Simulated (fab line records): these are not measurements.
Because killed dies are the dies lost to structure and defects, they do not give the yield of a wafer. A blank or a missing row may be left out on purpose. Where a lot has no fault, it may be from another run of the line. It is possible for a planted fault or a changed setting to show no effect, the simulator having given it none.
The tool behind it: which one? -- flow berkeley cmos170 -- route of 331 steps, sampled at 1 step: 14 lots, 42 wafers

WHAT EACH GAUGE READ, for each wafer
No reading from a measuring or inspecting step in the record can be judged against a usual standard deviation.

TOOL THAT RAN EACH LOT (tool first, then ch and the chambers of the sampled wafers, then the start)
lot,UCB170_V2_EXPOSE_09
L911,"krf scanner-01 ch 0, day 8 06:08"
L912,"krf scanner-02 ch 0, day 8 13:03"
L913,"krf scanner-01 ch 0, day 9 01:14"
L915,"krf scanner-01 ch 0, day 9 13:02"
L916,"krf scanner-02 ch 0, day 9 17:27"
L918,"krf scanner-01, day 9 19:36"
L921,"krf scanner-02, day 10 06:35"
L927,"krf scanner-02 ch 0, day 12 04:26"
L929,"krf scanner-02 ch 0, day 12 06:40"
L928,"krf scanner-02 ch 0, day 12 07:07"
L930,"krf scanner-02 ch 0, day 13 00:35"
L934,"krf scanner-02 ch 0, day 13 22:51"
L933,"krf scanner-02 ch 0, day 13 23:26"
L932,"krf scanner-01 ch 0, day 14 00:15"
- UCB170_V2_EXPOSE_09: exposes mask VIA2, target cd 700 nm.

WHAT THE TOOLS THEMSELVES READ (means of the sampled wafers that have a number; where no wafer has one, the mark that the record gives instead)
UCB170_V2_EXPOSE_09. Usual: exposure dose mJ cm2 36.97, standard deviation 0.041; focus offset nm -0.1 nm, standard deviation 0.51.
lot,tool,exposure dose mJ cm2,focus offset nm (nm),flag
L911,krf scanner-01,36.99,-0.3,
L912,krf scanner-02,37.00,-0.3,
L913,krf scanner-01,37.00,-0.0,
L915,krf scanner-01,36.95,0.3,
L916,krf scanner-02,37.00,0.2,
L918,krf scanner-01,-,-,OFF
L921,krf scanner-02,-,-,OFF
L927,krf scanner-02,36.97,0.2,
L929,krf scanner-02,36.98,0.2,
L928,krf scanner-02,36.95,0.4,
L930,krf scanner-02,36.90,-0.1,
L934,krf scanner-02,36.95,0.0,
L933,krf scanner-02,36.97,-0.2,
L932,krf scanner-01,37.00,-0.0,

THE ANSWER, worked out from the rows above alone
Rule: lot off if the mean of its wafers having a number is beyond 3 standard deviations from the usual mean. A lot without any number at a reading at which 4 lots or more have one is off too. The other lots that the step has rows for count as sound. Order of review: gauges by route order, followed by the tools' own readings, for which a lot's mean as printed above is used. The first step at which some lot is off is used, and at that step the reading that is off furthest; a lot without a number counts as furthest.
Off at UCB170_V2_EXPOSE_09 (exposure dose mJ cm2): L918, L921. Without a number there: L918, L921.
A tool fits if, at that step or a process step before it, it ran every lot that is off, and no sound lot after the first of them. No candidate that was tried fits.

WHAT HAD BEEN PUT IN BY THE SIMULATOR
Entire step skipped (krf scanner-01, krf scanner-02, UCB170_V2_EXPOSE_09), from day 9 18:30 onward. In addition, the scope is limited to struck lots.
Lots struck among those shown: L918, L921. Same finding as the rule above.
